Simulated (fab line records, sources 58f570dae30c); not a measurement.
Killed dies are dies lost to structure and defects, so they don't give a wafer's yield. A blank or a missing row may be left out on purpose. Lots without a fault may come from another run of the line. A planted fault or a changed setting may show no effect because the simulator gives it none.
fab line records | flow berkeley_cmos170
record lots=5 wafers=15 last_day=12
route steps=331 shown NWELL@28 PWELL@34 WELLDRIVE@55 ACTIVE@60
lots that met no fault: from a run of the same line without faults
start_h: hours from the record's first day to the start of the lot's first wafer shown | wait_h: hours since the lot's step before | " the same as in the row above | L1.1+2: a row that stands for several wafers | - no value, or no start given | * or withheld: withheld | < > ~ a bound
route shown NAME@n: a module of which the file shows steps, and the number in the route of the first | usual: mean/standard deviation of fault-free wafers | same: alike in all rows | chamber/n: place in a boat | sites: the reading at each site | _std_site: their standard deviation | _edge_site: outer sites' mean less inner sites' | radius_mm: how far each site lies from the wafer's centre | mask NAME#n: copy n | behind: the tool/chamber that last shaped the wafer | hold: why the lot was held/for how many hours/how that ended | device: the transistor (n, p or np) that didn't switch | end of line: the same wafers' tests at the end of the route | a step without rows: its recipe alone | killed: dies lost to structure and defects at the first sort, not the wafer's yield | map: a wafer's dies, x killed, . not, _ none there
set.NAME: the setting as run; set.NAME@STEP: as run at that earlier step | model.NAME: the simulator's own value behind a step, which no gauge read
lots at some steps of the route; a table a step, a row a wafer
services: from which hour (start_h, from the record's first day; less than 0 if before it) a tool's chamber was out of use, for how many hours, and why
## steps
# step UCB170_NWELL_IMPLANT_14
# recipe species=P dose_cm2=1e+13 energy_kev=150 tilt_deg=7
# usual end_station_pressure_torr=5.03e-06/2.6e-07
# columns lot.wafer tool chamber start_h wait_h end_station_pressure_torr
L081.1 implanter-03 0 72.34 0.1 5.27e-06
L081.3 " 0 " " 4.8e-06
L081.5 " 0 " " 4.65e-06
L084.2 implanter-04 0 81.73 0.1 5.04e-06
L084.4 " 0 " " 4.69e-06
L084.6 " 0 " " 5.98e-06
L083.1 implanter-02 0 81.81 0.1 4.98e-06
L083.2 " 0 " " 5.01e-06
L083.3 " 0 " " 5.01e-06
L094.1 implanter-02 0 139.24 0.1 5.35e-06
L094.2 " 0 " " 5.07e-06
L094.5 " 0 " " 5.39e-06
L097.2 implanter-04 0 150.28 0.1 4.76e-06
L097.3 " 0 " " 4.75e-06
L097.4 " 0 " " 4.96e-06
# step UCB170_NWELL_STRIP_15
# recipe chemistry=O2 power_w=400 pressure_mtorr=3500 platen_temp_c=withheld o2_flow_sccm=400 overash_fraction=0.5
# usual drypump_motor_current_A=5.8/0.32 oes_product_au=0.721/0.0042 strip_time_to_endpoint_s=17.96/0.1
# same overash_fraction=0.5
# columns lot.wafer tool chamber start_h wait_h drypump_motor_current_A oes_product_au rf_hours_counter_h strip_time_to_endpoint_s
L081.1 plasma_asher-04 0 72.49 0.1 6.1 0.722 34 18.04
L081.3 " 1 " " 5.2 0.721 - 17.84
L081.5 " 1 " " 5.2 0.722 - 17.77
L084.2 plasma_asher-04 1 81.86 0.1 5.1 0.716 35 17.81
L084.4 " 1 " " 5.1 0.718 - 17.95
L084.6 " 1 " " 5.1 0.723 - 17.99
L083.1 plasma_asher-03 0 81.96 0.1 5.9 0.716 31 17.94
L083.2 " 1 " " 6.0 0.723 31 18.07
L083.3 " 0 " " 5.9 0.725 - 17.82
L094.1 plasma_asher-02 0 139.39 0.1 5.5 0.717 41 17.97
L094.2 " 1 " " 6.1 0.718 41 17.91
L094.5 " 0 " " 5.5 0.724 - 17.81
L097.2 plasma_asher-03 1 150.41 0.1 6.0 0.727 4 18.04
L097.3 " 0 " " 5.9 0.721 - 17.96
L097.4 " 1 " " 6.1 0.713 - 17.79
# step UCB170_NWELL_TW_MEAS_16
# usual NWELL_TW=1250/9.6
# columns lot.wafer tool chamber start_h wait_h NWELL_TW
L081.1 film_metro-01 - 72.59 0.1 1246
L081.3 " - " " 1245
L081.5 " - " " 1251
L084.2 film_metro-02 - 81.97 0.1 1244
L084.4 " - " " 1239
L084.6 " - " " 1237
L083.1 film_metro-01 - 82.06 0.1 1247
L083.2 " - " " 1252
L083.3 " - " " 1255
L094.1 film_metro-04 - 139.49 0.1 1261
L094.2 " - " " 1266
L094.5 " - " " 1263
L097.2 film_metro-01 - 150.52 0.1 1240
L097.3 " - " " 1241
L097.4 " - " " 1239
# step UCB170_NWELL_CLEAN_17
# recipe chemistry=SPM temp_c=120 time_s=600
# columns lot.wafer tool chamber start_h wait_h
L081.1+3+5 wet_bench-02 0 72.65 0.1
L084.2+4+6 wet_bench-04 1 82.02 0.0
L083.1+2+3 wet_bench-04 3 82.19 0.1
L094.1+2+5 wet_bench-04 0 139.55 0.1
L097.2+3+4 wet_bench-02 2 152.45 1.9
# step UCB170_NWELL_WET_ETCH_18
# recipe chemistry=H3PO4 target=Si3N4 temp_c=160 time_s=14400
# columns lot.wafer tool chamber start_h wait_h
L081.1+3+5 wet_bench-04 3 72.83 0.0
L084.2+4+6 wet_bench-04 0 82.37 0.2
L083.1+2+3 wet_bench-02 0 82.68 0.3
L094.1+2+5 wet_bench-03 1 139.72 0.0
L097.2+3+4 wet_bench-02 0 152.63 0.0
# step UCB170_NWELL_WET_ETCH_19
# recipe chemistry=BOE dilution=5:1 target=SiO2 temp_c=25 time_s=22
# columns lot.wafer tool chamber start_h wait_h
L081.1+3+5 wet_bench-04 2 77.37 0.2
L084.2+4+6 wet_bench-04 2 86.55 0.2
L083.1+2+3 wet_bench-02 3 86.69 0.0
L094.1+2+5 wet_bench-03 3 144.26 0.5
L097.2+3+4 wet_bench-03 0 156.64 0.0
# step UCB170_PWELL_CLEAN_00
# recipe chemistry=SPM temp_c=120 time_s=600
# columns lot.wafer tool chamber start_h wait_h
L081.1+3+5 wet_bench-04 3 77.39 0.0
L084.2+4+6 wet_bench-04 2 86.57 0.0
L083.1+2+3 wet_bench-02 0 86.70 0.0
L094.1+2+5 wet_bench-03 0 144.27 0.0
L097.2+3+4 wet_bench-02 1 156.65 0.0
# step UCB170_PWELL_CLEAN_01
# recipe chemistry=dHF dilution=25:1 time_s=60
# columns lot.wafer tool chamber start_h wait_h
L081.1+3+5 wet_bench-02 0 77.56 0.0
L084.2+4+6 wet_bench-04 0 86.74 0.0
L083.1+2+3 wet_bench-04 0 86.88 0.0
L094.1+2+5 wet_bench-03 2 144.45 0.0
L097.2+3+4 wet_bench-03 0 156.84 0.0
# step UCB170_PWELL_OXIDATION_02
# recipe temp_c=992.8 ambient=O2 target_thk_a=264 ox_time_s=1260
# columns lot.wafer tool chamber start_h wait_h
L081.1+3+5 furnace-01 0 81.62 4.0
L083.1+2+3 furnace-04 0 90.21 3.3
L084.2+4+6 furnace-04 0 90.21 3.4
L094.1+2+5 furnace-01 0 146.73 2.3
L097.2+3+4 furnace-04 0 161.76 4.9
# step UCB170_PWELL_THK_MEAS_03
# recipe reads=SiO2_of_PWELL_OXIDATION_02
# usual PWELL_OXIDE_THK=24.7/0.52
# columns lot.wafer tool chamber start_h wait_h PWELL_OXIDE_THK[nm]
L081.1 film_metro-01 - 82.97 0.0 24.6
L081.3 " - " " 24.7
L081.5 " - " " 24.9
L083.1 film_metro-02 - 91.56 0.0 25.2
L083.2 " - " " 25.0
L083.3 " - " " 25.0
L084.2 film_metro-01 - 91.57 0.0 24.7
L084.4 " - " " 24.2
L084.6 " - " " 24.7
L094.1 film_metro-02 - 148.11 0.0 25.4
L094.2 " - " " 25.7
L094.5 " - " " 25.3
L097.2 film_metro-02 - 163.13 0.0 24.9
L097.3 " - " " 24.3
L097.4 " - " " 24.3
# step UCB170_PWELL_ANNEAL_04
# recipe temp_c=1000 time_s=900 ambient=N2
# columns lot.wafer tool chamber start_h wait_h
L081.1+3+5 furnace-01 0 87.97 5.0
L083.1+2+3 furnace-04 0 95.90 4.3
L084.2+4+6 furnace-04 0 95.90 4.3
L094.1+2+5 furnace-01 0 153.68 5.6
L097.2+3+4 furnace-01 0 165.63 2.5
# step UCB170_PWELL_CVD_05
# recipe material=Si3N4 target_thk_nm=220 temp_c=800 precursor=SiH2Cl2/NH3 time_s=3300 pressure_mtorr=200 sih2cl2_flow_sccm=25 nh3_flow_sccm=75
# columns lot.wafer tool chamber start_h wait_h
L081.1+3+5 lpcvd-02 1 90.60 1.4
L083.1+2+3 lpcvd-01 1 97.15 0.0
L084.2+4+6 lpcvd-01 1 97.15 0.0
L094.1+2+5 lpcvd-01 1 154.93 0.0
L097.2+3+4 lpcvd-01 0 166.88 0.0
# step UCB170_PWELL_THK_MEAS_06
# recipe reads=Si3N4_of_PWELL_CVD_05
# usual PWELL_NITRIDE_THK=219.7/1.8
# columns lot.wafer tool chamber start_h wait_h PWELL_NITRIDE_THK[nm]
L081.1 film_metro-01 - 92.52 0.0 221.6
L081.3 " - " " 219.6
L081.5 " - " " 220.3
L084.2 film_metro-01 - 99.07 0.0 218.6
L084.4 " - " " 220.4
L084.6 " - " " 220.5
L083.1 film_metro-01 - 99.12 0.1 219.2
L083.2 " - " " 219.7
L083.3 " - " " 218.6
L094.1 film_metro-02 - 156.85 0.0 221.4
L094.2 " - " " 221.4
L094.5 " - " " 220.3
L097.2 film_metro-02 - 168.87 0.1 217.2
L097.3 " - " " 219.3
L097.4 " - " " 218.1
# step UCB170_PWELL_HMDS_07
# recipe prime_time_s=60 prime_temp_c=100
# columns lot.wafer tool chamber start_h wait_h
L081.1+3+5 litho_track-01 0 92.77 0.2
L084.2+4+6 litho_track-01 0 99.15 0.1
L083.1+2+3 litho_track-02 0 99.23 0.1
L094.1+2+5 litho_track-04 0 156.91 0.1
L097.2+3+4 litho_track-04 0 168.98 0.1
# step UCB170_PWELL_COAT_08
# recipe resist=KrF spin_rpm=1500 resist_thk_nm=900
# columns lot.wafer tool chamber start_h wait_h
L081.1+3+5 litho_track-01 0 92.92 0.1
L084.2+4+6 litho_track-01 0 99.30 0.1
L083.1+2+3 litho_track-02 0 99.38 0.1
L094.1+2+5 litho_track-04 0 157.06 0.1
L097.2+3+4 litho_track-04 0 169.13 0.1
# step UCB170_PWELL_SOFTBAKE_09
# recipe resist=KrF temp_c=130 time_s=60
# columns lot.wafer tool chamber start_h wait_h
L081.1+3+5 litho_track-01 0 93.07 0.1
L084.2+4+6 litho_track-01 0 99.45 0.1
L083.1+2+3 litho_track-02 0 99.53 0.1
L094.1+2+5 litho_track-04 0 157.21 0.1
L097.2+3+4 litho_track-04 0 169.28 0.1
# step UCB170_PWELL_EXPOSE_10
# recipe mask_id=PWELL target_cd_nm=3000 na=0.5 sigma_outer=0.6 source_shape=conventional dose_mj=19
# columns lot.wafer tool chamber start_h wait_h mask
L081.1+3+5 krf_scanner-01 0 93.39 0.3 PWELL#0
L084.2+4+6 krf_scanner-02 0 99.72 0.2 PWELL#0
L083.1+2+3 krf_scanner-01 0 99.94 0.4 PWELL#0
L094.1+2+5 krf_scanner-01 0 157.48 0.2 PWELL#0
L097.2+3+4 krf_scanner-01 0 169.69 0.4 PWELL#0
# step UCB170_PWELL_PEB_11
# recipe peb_temp_c=130 peb_time_s=withheld resist=KrF
# columns lot.wafer tool chamber start_h wait_h
L081.1+3+5 litho_track-02 0 93.51 0.1
L084.2+4+6 litho_track-01 0 99.84 0.1
L083.1+2+3 litho_track-02 0 100.58 0.6
L094.1+2+5 litho_track-02 0 157.60 0.1
L097.2+3+4 litho_track-01 0 169.85 0.1
# step UCB170_PWELL_DEVELOP_12
# recipe developer=TMAH develop_time_s=45 resist=KrF dev_temp_c=21
# columns lot.wafer tool chamber start_h wait_h
L081.1+3+5 litho_track-02 0 - -
L084.2+4+6 litho_track-01 0 - -
L083.1+2+3 litho_track-02 0 - -
L094.1+2+5 litho_track-02 0 - -
L097.2+3+4 litho_track-01 0 - -
# step UCB170_PWELL_OVL_MEAS_13
# usual PWELL_OVL=-1/5
# columns lot.wafer tool chamber start_h wait_h PWELL_OVL[nm]
L081.1 overlay-01 - 93.79 - -2
L081.3 " - " " -3
L081.5 " - " " -4
L084.2 overlay-02 - 100.10 - -5
L084.4 " - " " -3
L084.6 " - " " -2
L083.1 overlay-01 - 100.85 - -3
L083.2 " - " " 0
L083.3 " - " " -9
L094.1 overlay-02 - 157.88 - -4
L094.2 " - " " 3
L094.5 " - " " -2
L097.2 overlay-02 - 170.11 - -8
L097.3 " - " " -8
L097.4 " - " " -7
# step UCB170_PWELL_ETCH_14
# recipe chemistry=CH3F/Ar/O2 target=Si3N4 stop_on=SiO2 CH3F_flow_sccm=20 Ar_flow_sccm=50 O2_flow_sccm=7 pressure_mtorr=50 rf_w=450 target_depth_a=2420 over_etch_frac=0.1 time_s=151
# usual drypump_motor_current_A=5.7/0.51 oes_product_au=0.937/0.013 throttle_valve_pct=7.98/0.05
# columns lot.wafer tool chamber start_h wait_h drypump_motor_current_A oes_product_au rf_hours_counter_h throttle_valve_pct
L081.1 rie_diel-02 1 93.82 0.0 5.4 0.941 25 8.09
L081.3 " 2 " " 6.4 0.945 117 7.94
L081.5 " 3 " " 6.4 0.940 - 8.01
L084.2 rie_diel-01 2 100.13 0.0 5.3 0.922 154 7.95
L084.4 " 0 " " 5.4 0.924 24 7.90
L084.6 " 3 " " 6.4 0.937 - 7.97
L083.1 rie_diel-04 3 100.89 0.0 5.5 0.921 116 7.99
L083.2 " 0 " " 5.2 0.955 80 8.04
L083.3 " 1 " " 5.7 0.916 58 7.97
L094.1 rie_diel-02 3 157.91 0.0 6.4 0.952 135 8.03
L094.2 " 0 " " 5.1 0.950 100 8.01
L094.5 " 3 " " 6.4 0.950 - 8.01
L097.2 rie_diel-04 0 170.14 0.0 5.2 0.944 84 8.03
L097.3 " 3 " " 5.5 0.922 120 8.00
L097.4 " 2 " " 6.3 0.937 119 7.95
# step UCB170_PWELL_IMPLANT_15
# recipe species=B dose_cm2=5.067e+12 energy_kev=60 tilt_deg=7
# usual end_station_pressure_torr=5e-06/2.5e-07
# columns lot.wafer tool chamber start_h wait_h end_station_pressure_torr
L081.1 implanter-03 0 93.92 0.1 5.19e-06
L081.3 " 0 " " 4.97e-06
L081.5 " 0 " " 5.29e-06
L084.2 implanter-03 0 100.25 0.1 4.97e-06
L084.4 " 0 " " 4.76e-06
L084.6 " 0 " " 5.06e-06
L083.1 implanter-02 0 100.99 0.1 4.79e-06
L083.2 " 0 " " 5.07e-06
L083.3 " 0 " " 4.93e-06
L094.1 implanter-03 0 158.01 0.1 4.84e-06
L094.2 " 0 " " 5.16e-06
L094.5 " 0 " " 5.32e-06
L097.2 implanter-02 0 170.26 0.1 5.3e-06
L097.3 " 0 " " 4.95e-06
L097.4 " 0 " " 5.2e-06
# step UCB170_PWELL_STRIP_16
# recipe chemistry=O2 power_w=400 pressure_mtorr=3500 platen_temp_c=withheld o2_flow_sccm=400 overash_fraction=0.5
# usual drypump_motor_current_A=6.1/0.32 oes_product_au=0.720/0.0051 strip_time_to_endpoint_s=18.07/0.072
# same overash_fraction=0.5
# columns lot.wafer tool chamber start_h wait_h drypump_motor_current_A oes_product_au rf_hours_counter_h strip_time_to_endpoint_s
L081.1 plasma_asher-01 0 94.07 0.1 6.5 0.722 31 18.11
L081.3 " 1 " " 6.3 0.716 - 18.12
L081.5 " 1 " " 6.3 0.726 - 18.08
L084.2 plasma_asher-01 1 100.38 0.1 6.4 0.721 31 18.11
L084.4 " 1 " " 6.3 0.714 - 18.11
L084.6 " 1 " " 6.3 0.715 - 18.02
L083.1 plasma_asher-03 0 101.14 0.1 5.9 0.724 34 18.13
L083.2 " 1 " " 6.1 0.724 34 18.21
L083.3 " 1 " " 6.0 0.713 - 18.14
L094.1 plasma_asher-01 1 158.16 0.1 6.3 0.724 38 18.03
L094.2 " 0 " " 6.5 0.715 38 17.97
L094.5 " 1 " " 6.3 0.715 - 18.08
L097.2 plasma_asher-03 0 170.39 0.1 5.9 0.724 6 18.05
L097.3 " 0 " " 5.9 0.719 - 18.03
L097.4 " 1 " " 6.1 0.716 - 18.00
# step UCB170_PWELL_TW_MEAS_17
# usual PWELL_TW=377.9/2
# columns lot.wafer tool chamber start_h wait_h PWELL_TW
L081.1 film_metro-02 - 94.17 0.1 377.1
L081.3 " - " " 378.1
L081.5 " - " " 378.1
L084.2 film_metro-03 - 100.49 0.1 376.0
L084.4 " - " " 374.7
L084.6 " - " " 378.1
L083.1 film_metro-01 - 101.24 0.1 379.4
L083.2 " - " " 381.1
L083.3 " - " " 380.4
L094.1 film_metro-01 - 158.26 0.1 380.8
L094.2 " - " " 379.1
L094.5 " - " " 379.1
L097.2 film_metro-03 - 170.50 0.1 375.2
L097.3 " - " " 376.6
L097.4 " - " " 379.1
# step UCB170_PWELL_CLEAN_18
# recipe chemistry=SPM temp_c=120 time_s=600
# columns lot.wafer tool chamber start_h wait_h
L081.1+3+5 wet_bench-04 1 94.23 0.1
L084.2+4+6 wet_bench-04 3 100.54 0.0
L083.1+2+3 wet_bench-03 3 103.13 1.9
L094.1+2+5 wet_bench-03 1 158.32 0.1
L097.2+3+4 wet_bench-03 1 170.89 0.4
# step UCB170_PWELL_WET_ETCH_19
# recipe chemistry=H3PO4 target=Si3N4 temp_c=160 time_s=14400
# columns lot.wafer tool chamber start_h wait_h
L081.1+3+5 wet_bench-04 0 94.58 0.2
L084.2+4+6 wet_bench-04 3 100.71 0.0
L083.1+2+3 wet_bench-03 2 103.74 0.4
L094.1+2+5 wet_bench-02 0 158.50 0.0
L097.2+3+4 wet_bench-04 3 171.16 0.1
# step UCB170_PWELL_WET_ETCH_20
# recipe chemistry=BOE dilution=5:1 target=SiO2 temp_c=25 time_s=22
# columns lot.wafer tool chamber start_h wait_h
L081.1+3+5 wet_bench-02 0 98.59 0.0
L084.2+4+6 wet_bench-02 1 104.72 0.0
L083.1+2+3 wet_bench-04 3 107.74 0.0
L094.1+2+5 wet_bench-03 2 162.94 0.1
L097.2+3+4 wet_bench-03 1 175.53 0.0
# step UCB170_WELLDRIVE_CLEAN_00
# recipe chemistry=SPM temp_c=120 time_s=600
# columns lot.wafer tool chamber start_h wait_h
L081.1+3+5 wet_bench-03 2 98.60 0.0
L084.2+4+6 wet_bench-04 0 104.74 0.0
L083.1+2+3 wet_bench-03 2 107.76 0.0
L094.1+2+5 wet_bench-03 3 162.95 0.0
L097.2+3+4 wet_bench-04 0 175.55 0.0
# step UCB170_WELLDRIVE_OXIDATION_01
# recipe temp_c=1100 ambient=O2 target_thk_a=1990 ox_time_s=9000
# columns lot.wafer tool chamber start_h wait_h
L081.1+3+5 furnace-01 0 102.67 3.9
L083.1+2+3 furnace-01 0 109.18 1.2
L084.2+4+6 furnace-01 0 109.18 4.3
L094.1+2+5 furnace-02 0 164.91 1.8
L097.2+3+4 furnace-04 0 183.04 7.3
# step UCB170_WELLDRIVE_THK_MEAS_02
# recipe reads=SiO2_of_WELLDRIVE_OXIDATION_01
# usual WELLDRIVE_OXIDE_THK=200/4.4
# columns lot.wafer tool chamber start_h wait_h WELLDRIVE_OXIDE_THK[nm]
L081.1 film_metro-02 - 106.17 0.0 205
L081.3 " - " " 206
L081.5 " - " " 208
L084.2 film_metro-02 - 112.69 0.0 210
L084.4 " - " " 209
L084.6 " - " " 210
L083.1 film_metro-02 - 112.74 0.1 197
L083.2 " - " " 200
L083.3 " - " " 200
L094.1 film_metro-02 - 168.41 0.0 202
L094.2 " - " " 203
L094.5 " - " " 201
L097.2 film_metro-02 - 186.55 0.0 198
L097.3 " - " " 199
L097.4 " - " " 200
# step UCB170_WELLDRIVE_ANNEAL_03
# recipe temp_c=1100 time_s=900 ambient=N2
# columns lot.wafer tool chamber start_h wait_h
L081.1+3+5 furnace-02 0 110.80 4.6
L083.1+2+3 furnace-01 0 118.35 5.6
L084.2+4+6 furnace-01 0 118.35 5.6
L094.1+2+5 furnace-02 0 172.51 4.1
L097.2+3+4 furnace-01 0 190.38 3.8
# step UCB170_WELLDRIVE_WET_ETCH_04
# recipe chemistry=BOE dilution=5:1 target=SiO2 temp_c=25 time_s=120
# columns lot.wafer tool chamber start_h wait_h
L081.1+3+5 wet_bench-04 0 112.05 0.0
L083.1+2+3 wet_bench-04 0 119.60 0.0
L084.2+4+6 wet_bench-04 0 119.60 0.0
L094.1+2+5 wet_bench-03 1 173.76 0.0
L097.2+3+4 wet_bench-04 2 191.90 0.3
# step UCB170_ACTIVE_CLEAN_00
# recipe chemistry=SPM temp_c=120 time_s=600
# columns lot.wafer tool chamber start_h wait_h
L081.1+3+5 wet_bench-04 1 112.09 0.0
L083.1+2+3 wet_bench-02 0 119.64 0.0
L084.2+4+6 wet_bench-02 3 119.64 0.0
L094.1+2+5 wet_bench-03 0 173.81 0.0
L097.2+3+4 wet_bench-04 3 192.12 0.2
# step UCB170_ACTIVE_CLEAN_01
# recipe chemistry=dHF dilution=25:1 time_s=60
# columns lot.wafer tool chamber start_h wait_h
L081.1+3+5 wet_bench-04 1 112.27 0.0
L083.1+2+3 wet_bench-04 3 119.82 0.0
L084.2+4+6 wet_bench-04 2 119.82 0.0
L094.1+2+5 wet_bench-03 2 173.98 0.0
L097.2+3+4 wet_bench-03 3 194.99 2.7
# step UCB170_ACTIVE_OXIDATION_02
# recipe temp_c=1000 ambient=O2 target_thk_a=264 ox_time_s=1260
# columns lot.wafer tool chamber start_h wait_h
L081.1+3+5 furnace-04 0 118.03 5.7
L083.1+2+3 furnace-04 0 123.56 3.7
L084.2+4+6 furnace-04 0 123.56 3.7
L094.1+2+5 furnace-04 0 181.69 7.7
L097.2+3+4 furnace-04 0 196.94 1.9
# step UCB170_ACTIVE_THK_MEAS_03
# recipe reads=SiO2_of_ACTIVE_OXIDATION_02
# usual ACTIVE_OXIDE_THK=26.5/0.47
# columns lot.wafer tool chamber start_h wait_h ACTIVE_OXIDE_THK[nm]
L081.1 film_metro-01 - 119.38 0.0 27.0
L081.3 " - " " 26.9
L081.5 " - " " 27.1
L083.1 film_metro-03 - 124.91 0.0 26.8
L083.2 " - " " 26.7
L083.3 " - " " 26.1
L084.2 film_metro-01 - 124.92 0.0 27.1
L084.4 " - " " 26.9
L084.6 " - " " 26.9
L094.1 film_metro-03 - 183.04 0.0 25.7
L094.2 " - " " 26.2
L094.5 " - " " 26.0
L097.2 film_metro-04 - 198.37 0.1 26.5
L097.3 " - " " 26.3
L097.4 " - " " 25.9
# step UCB170_ACTIVE_ANNEAL_04
# recipe temp_c=1000 time_s=900 ambient=N2
# columns lot.wafer tool chamber start_h wait_h
L081.1+3+5 furnace-01 0 123.43 4.0
L083.1+2+3 furnace-01 0 128.93 4.0
L084.2+4+6 furnace-01 0 128.93 4.0
L094.1+2+5 furnace-04 0 188.04 5.0
L097.2+3+4 furnace-01 0 202.98 4.6
# step UCB170_ACTIVE_CVD_05
# recipe material=Si3N4 target_thk_nm=220 temp_c=800 precursor=SiH2Cl2/NH3 time_s=3300 pressure_mtorr=200 sih2cl2_flow_sccm=25 nh3_flow_sccm=75
# columns lot.wafer tool chamber start_h wait_h
L081.1+3+5 lpcvd-02 0 124.68 0.0
L083.1+2+3 lpcvd-01 0 130.18 0.0
L084.2+4+6 lpcvd-01 0 130.18 0.0
L094.1+2+5 lpcvd-01 1 189.44 0.2
L097.2+3+4 lpcvd-02 1 204.23 0.0
# step UCB170_ACTIVE_THK_MEAS_06
# recipe reads=Si3N4_of_ACTIVE_CVD_05
# usual ACTIVE_NITRIDE_THK=219.3/1.8
# columns lot.wafer tool chamber start_h wait_h ACTIVE_NITRIDE_THK[nm]
L081.1 film_metro-03 - 126.60 0.0 219.9
L081.3 " - " " 218.4
L081.5 " - " " 218.5
L083.1 film_metro-04 - 132.10 0.0 222.2
L083.2 " - " " 223.4
L083.3 " - " " 221.5
L084.2 film_metro-03 - 132.11 0.0 218.2
L084.4 " - " " 214.9
L084.6 " - " " 218.0
L094.1 film_metro-01 - 191.36 0.0 217.5
L094.2 " - " " 218.5
L094.5 " - " " 220.4
L097.2 film_metro-01 - 206.15 0.0 220.2
L097.3 " - " " 219.0
L097.4 " - " " 218.7
# step UCB170_ACTIVE_HMDS_07
# recipe prime_time_s=60 prime_temp_c=100
# columns lot.wafer tool chamber start_h wait_h
L081.1+3+5 litho_track-03 0 126.69 0.1
L084.2+4+6 litho_track-01 0 132.21 0.1
L083.1+2+3 litho_track-03 0 132.21 0.1
L094.1+2+5 litho_track-02 0 191.62 0.3
L097.2+3+4 litho_track-01 0 206.23 0.1
# step UCB170_ACTIVE_COAT_08
# recipe resist=KrF spin_rpm=1500 resist_thk_nm=900
# columns lot.wafer tool chamber start_h wait_h
L081.1+3+5 litho_track-03 0 126.84 0.1
L084.2+4+6 litho_track-01 0 132.36 0.1
L083.1+2+3 litho_track-03 0 132.36 0.1
L094.1+2+5 litho_track-02 0 191.77 0.1
L097.2+3+4 litho_track-01 0 206.38 0.1
# step UCB170_ACTIVE_SOFTBAKE_09
# recipe resist=KrF temp_c=130 time_s=60
# columns lot.wafer tool chamber start_h wait_h
L081.1+3+5 litho_track-03 0 126.99 0.1
L084.2+4+6 litho_track-01 0 132.51 0.1
L083.1+2+3 litho_track-03 0 132.51 0.1
L094.1+2+5 litho_track-02 0 191.92 0.1
L097.2+3+4 litho_track-01 0 206.53 0.1
# step UCB170_ACTIVE_EXPOSE_10
# recipe mask_id=ACTIVE target_cd_nm=1200 na=0.5 sigma_outer=0.6 source_shape=conventional dose_mj=20.14
# columns lot.wafer tool chamber start_h wait_h mask
L081.1+3+5 krf_scanner-01 0 127.14 0.1 ACTIVE#0
L084.2+4+6 krf_scanner-01 0 132.78 0.2 ACTIVE#0
L083.1+2+3 krf_scanner-02 0 133.00 0.5 ACTIVE#0
L094.1+2+5 krf_scanner-02 0 192.07 0.1 ACTIVE#0
L097.2+3+4 krf_scanner-02 0 206.91 0.4 ACTIVE#0
# step UCB170_ACTIVE_PEB_11
# recipe peb_temp_c=130 peb_time_s=withheld resist=KrF
# columns lot.wafer tool chamber start_h wait_h
L081.1+3+5 litho_track-03 0 127.25 0.1
L084.2+4+6 litho_track-02 0 133.04 0.2
L083.1+2+3 litho_track-03 0 133.26 0.2
L094.1+2+5 litho_track-03 0 192.74 0.7
L097.2+3+4 litho_track-03 0 207.19 0.3
# step UCB170_ACTIVE_DEVELOP_12
# recipe developer=TMAH develop_time_s=45 resist=KrF dev_temp_c=21
# columns lot.wafer tool chamber start_h wait_h
L081.1+3+5 litho_track-03 0 - -
L084.2+4+6 litho_track-02 0 - -
L083.1+2+3 litho_track-03 0 - -
L094.1+2+5 litho_track-03 0 - -
L097.2+3+4 litho_track-03 0 - -
# step UCB170_ACTIVE_CD_MEAS_13
# recipe target_cd_nm=1200
# usual cd_nm=1199.8/1.3
# columns lot.wafer tool chamber start_h wait_h cd_nm
L081.1 cd_sem-01 - 127.53 - 1199.3
L081.3 " - " " 1199.4
L081.5 " - " " 1200.6
L084.2 cd_sem-01 - 133.31 - 1200.8
L084.4 " - " " 1199.9
L084.6 " - " " 1200.4
L083.1 cd_sem-02 - 133.53 - 1200.5
L083.2 " - " " 1202.2
L083.3 " - " " 1200.3
L094.1 cd_sem-02 - 193.02 - 1199.5
L094.2 " - " " 1199.0
L094.5 " - " " 1197.5
L097.2 cd_sem-02 - 207.46 - 1200.8
L097.3 " - " " 1202.0
L097.4 " - " " 1200.3
# step UCB170_ACTIVE_OVL_MEAS_14
# usual ACTIVE_OVL=-2/4.8
# columns lot.wafer tool chamber start_h wait_h ACTIVE_OVL[nm]
L081.1 overlay-02 - 127.65 0.1 -12
L081.3 " - " " -9
L081.5 " - " " -9
L084.2 overlay-01 - 133.42 0.1 -8
L084.4 " - " " -10
L084.6 " - " " -5
L083.1 overlay-02 - 133.65 0.1 -2
L083.2 " - " " -4
L083.3 " - " " -1
L094.1 overlay-02 - 193.14 0.1 -1
L094.2 " - " " -3
L094.5 " - " " -1
L097.2 overlay-01 - 207.57 0.1 -3
L097.3 " - " " -1
L097.4 " - " " -5
# step UCB170_ACTIVE_ETCH_15
# recipe chemistry=CH3F/Ar/O2 target=Si3N4 stop_on=SiO2 CH3F_flow_sccm=20 Ar_flow_sccm=50 O2_flow_sccm=7 pressure_mtorr=50 rf_w=450 target_depth_a=2420 over_etch_frac=0.1 time_s=151
# usual drypump_motor_current_A=5.9/0.51 oes_product_au=0.937/0.014 throttle_valve_pct=8.00/0.064
# columns lot.wafer tool chamber start_h wait_h drypump_motor_current_A oes_product_au rf_hours_counter_h throttle_valve_pct
L081.1 rie_diel-02 0 127.68 0.0 5.1 0.950 99 8.01
L081.3 " 3 " " 6.4 0.947 133 8.02
L081.5 " 0 " " 5.1 0.943 - 8.00
L084.2 rie_diel-04 2 133.45 0.0 6.3 0.944 118 7.94
L084.4 " 1 " " 5.7 0.905 59 7.98
L084.6 " 2 " " 6.3 0.933 - 7.96
L083.1 rie_diel-02 2 133.69 0.0 6.5 0.947 119 7.93
L083.2 " 0 " " 5.1 0.959 99 8.02
L083.3 " 3 " " 6.4 0.956 133 8.02
L094.1 rie_diel-04 2 193.17 0.0 6.3 0.932 120 7.95
L094.2 " 0 " " 5.2 0.954 85 8.02
L094.5 " 3 " " 5.5 0.919 - 8.01
L097.2 rie_diel-04 0 207.60 0.0 5.2 0.963 85 8.02
L097.3 " 1 " " 5.7 0.920 63 7.96
L097.4 " 3 " " 5.5 0.911 121 7.99
## services
# columns tool chamber start_h hours kind
krf_scanner-01 - 48.97 1.0 pm
rie_diel-02 1 57.28 12.5 repair
rie_diel-02 3 59.76 5.0 repair
krf_scanner-01 - 62.80 0.8 pm
implanter-03 - 74.72 2.2 repair
rie_diel-02 0 98.21 3.3 repair
plasma_asher-03 - 108.75 9.0 pm
krf_scanner-01 - 112.45 0.5 repair
implanter-02 - 121.47 2.4 pm
furnace-04 - 126.16 2.6 pm
krf_scanner-02 - 141.58 1.3 pm
krf_scanner-02 - 143.09 3.7 repair
rie_diel-04 2 147.64 6.9 repair
lpcvd-01 - 150.53 1.2 repair
furnace-02 - 152.50 3.7 pm
implanter-04 - 169.84 20.5 pm
furnace-01 - 170.93 12.4 repair
krf_scanner-02 - 177.84 0.8 pm
krf_scanner-01 - 190.13 1.3 pm
plasma_asher-01 - 191.28 8.9 repair
furnace-04 - 191.89 3.5 pm
implanter-02 - 201.66 1.3 repair
furnace-01 - 204.23 3.5 pm
krf_scanner-01 - 206.91 4.0 pm
## key
fault none
